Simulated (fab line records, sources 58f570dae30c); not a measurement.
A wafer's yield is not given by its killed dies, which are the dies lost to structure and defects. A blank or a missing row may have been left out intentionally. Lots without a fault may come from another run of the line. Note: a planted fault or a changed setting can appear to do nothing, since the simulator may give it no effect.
8D (eight disciplines) problem report, filled in by code -- flow berkeley-cmos170 -- the parts of the form that need people (team, actions taken, sign-off) are left out

## 1. WHAT WENT WRONG
UCB170_CONTACT_ETCH_17, oes-product-au: mean 1.090 a.u. over 1 wafer from 1 lot; wafers with no fault: 0.998 a.u., standard deviation 0.019. That puts it +4.8 standard deviations away from the usual mean.
The step: etches BARC in N2/H2.
First seen on wafer L216.3, day 8 20:49, on rie-diel-01. The record holds 39 wafers of 13 lots with a number at this step. Rule for "out", or "out of limits": more than 4 standard deviations from the usual mean. The rest of the wafers with a number are treated as sound.

## 2. WHAT THIS IS AND IS NOT
question,is,is not
which readings at this step,oes-product-au,"bias-w, drypump-motor-current-A, n2-flow-sccm, throttle-valve-pct"
which lots,L216,"L206, L207, L210, L211, L212, L222, L223, L224, L225, L227, L228, L229"
which wafers of those lots,L216.3,"L216.2, L216.4"
read on which tools,rie-diel-01,"rie-diel-02, rie-diel-04"
when,from day 8 20:49,"up to then (17 sound wafers); but 21 sound wafers of L222, L223, L224, L225, L227, L228, L229 came after"

## 3. WHAT RULES OUT EACH SUSPECT
Counting: a tool at a process step up to the reading stays a suspect if it ran every lot that is out. Sound lots after the first of them don't rule it out here, since some wafers of a struck lot are sound.
- rie-diel-01 at UCB170_CONTACT_ETCH_17 (etches BARC in N2/H2): kept. The lot that is out, L216, ran on it at day 8 20:49; the last sound lot it ran before that was L211, at day 7 22:17. On those wafers its own readings are out: oes-product-au.
- At UCB170_CONTACT_ETCH_17, inside rie-diel-01: chamber 0 took the wafers that are out, while their sound lot-mates went through chambers 1, 2.
The count leaves rie-diel-01 at UCB170_CONTACT_ETCH_17.

## 4. THE CAUSE (what the simulator had put in)
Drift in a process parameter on rie-diel-01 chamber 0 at UCB170_CONTACT_ETCH_17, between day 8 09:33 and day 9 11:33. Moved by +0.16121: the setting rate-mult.
Only this tool survived the counting.

## 5. THE EFFECT CHAIN, in route order
Each row: a reading whose mean over the struck wafers that have a number lies more than 3 standard deviations from the usual. Readings are gone through only where the record gives a usual standard deviation; hours: the median, over the lots, of the time from a lot's start at the first step in this table giving one to that lot's start at this step; sigmas: the change measured in usual standard deviations.
hours,step,reading,usual,on struck wafers,change,sigmas
0,UCB170_CONTACT_ETCH_17,oes-product-au,0.998 a.u.,1.090,+0.092,+4.8
It contains these process steps:
- UCB170_CONTACT_ETCH_17: etches BARC in N2/H2.
Later steps that measure or inspect, where all struck wafers having a row at the step show a number for every such reading and not one has moved that far: UCB170_M1_THK_MEAS_02.

## 6. HOW IT WOULD HAVE BEEN CAUGHT EARLIER
In this record the first reading out of limits was taken at day 8 20:49, 11 hours after the fault began at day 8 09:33.
